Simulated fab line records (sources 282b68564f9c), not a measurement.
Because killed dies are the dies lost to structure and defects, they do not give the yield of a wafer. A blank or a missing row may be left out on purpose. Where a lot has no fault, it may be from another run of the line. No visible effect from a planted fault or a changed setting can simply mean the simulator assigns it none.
Comparing a struck lot with a sound one :: flow rit cmos :: 21 steps out of a route of 202
Sound: these wafers, L865.1, L865.3, L865.5. Wafers struck: L874.2, L874.5, L874.6. The cause is named last.
Per side, at each step with rows, come the tool, then ch with its chambers, and then its first start. Under that, the readings that differ: sound wafers :: struck wafers :: difference of the means :: sigmas: that difference in standard deviations of wafers without a fault.
alike: readings with means less than 2 such deviations apart, plus words and numbers identical on both sides. not compared: withheld readings, readings lacking a value on some wafer, bounds such as >300 that could conceal the same value, and numbers that have no deviation in the record and whose values overlap.
Wherever a step has rows on one side only, a row that says differs or no value, or a row with sigmas, the two part there. Numbers that have no deviation but don't overlap get no sigmas and don't part them. A reading that every wafer of one side lacks parts them only if that side has two wafers or more.

first, 4 steps without rows for these wafers: RIT_NSD_SOFTBAKE_02 (time 60 s); RIT_NSD_EXPOSE_03 (exposes mask M9, target cd 40700 nm); RIT_NSD_PEB_04; RIT_NSD_DEVELOP_05 (develop time 50 s).
RIT_NSD_OVL_MEAS_06:
  sound on overlay-02, day 4 12:41; struck on overlay-02, day 6 06:35
reading: NSD_OVL (nm)
sound: -1.9 -2.0 -2.3
struck: 3.2 1.7 1.0
difference: +4.0
sigmas: +3
then, 2 steps without rows for these wafers: RIT_NSD_HARDBAKE_07 (time 60 s); RIT_NSD_IMPLANT_08.
RIT_NSD_STRIP_09: strips in O2, time 180 s.
  sound on plasma asher-02 ch 0,1, day 4 13:01; struck on plasma asher-01 ch 0,1, day 6 06:55
  alike: drypump motor current A
  not compared: rf hours counter h
RIT_NSD_TW_MEAS_10:
  sound on film metro-03, day 4 13:12; struck on film metro-02, day 6 07:06
  alike: NSD_TW
then, 3 steps without rows for these wafers: RIT_PSD_HMDS_00 (prime time 60 s); RIT_PSD_COAT_01 (resist thk 1000 nm); RIT_PSD_SOFTBAKE_02 (time 60 s).
RIT_PSD_EXPOSE_03: exposes mask M10, target cd 40900 nm.
  sound on iline stepper-02 ch 0, day 4 13:50; struck on iline stepper-02 ch 0, day 6 07:45
reading: mask
sound: M10#0 M10#0 M10#0
struck: M9#0 M9#0 M9#0
difference: differs
sigmas: 
  alike: stage vel mm s
then, 2 steps without rows for these wafers: RIT_PSD_PEB_04; RIT_PSD_DEVELOP_05 (develop time 50 s).
RIT_PSD_OVL_MEAS_06:
  sound on overlay-01, day 4 14:16; struck on overlay-02, day 6 08:08
reading: PSD_OVL (nm)
sound: -1.4 -1.0 -2.6
struck: - - -
difference: no value on the struck wafers
sigmas: 
then, 2 steps without rows for these wafers: RIT_PSD_HARDBAKE_07 (time 60 s); RIT_PSD_IMPLANT_08.
RIT_PSD_STRIP_09: strips in O2, time 180 s.
  sound on plasma asher-03 ch 0, day 4 14:38; struck on plasma asher-01 ch 0,1, day 6 08:28
  alike: drypump motor current A
  not compared: rf hours counter h
RIT_PSD_TW_MEAS_10:
  sound on film metro-03, day 4 14:49; struck on film metro-01, day 6 08:53
reading: PSD_TW
sound: 3378 3370 3368
struck: 30 30 30
difference: -3342
sigmas: -99 or more
  not compared: hold
RIT_M1_PROBE_99:
  the record holds rows for the sound wafers here (prober-02, day 5 00:04) but none for the struck ones

WHERE THEY PART
Earliest at RIT_NSD_OVL_MEAS_06; latest, in this record, at RIT_M1_PROBE_99.

WHY: what had been put in by the simulator
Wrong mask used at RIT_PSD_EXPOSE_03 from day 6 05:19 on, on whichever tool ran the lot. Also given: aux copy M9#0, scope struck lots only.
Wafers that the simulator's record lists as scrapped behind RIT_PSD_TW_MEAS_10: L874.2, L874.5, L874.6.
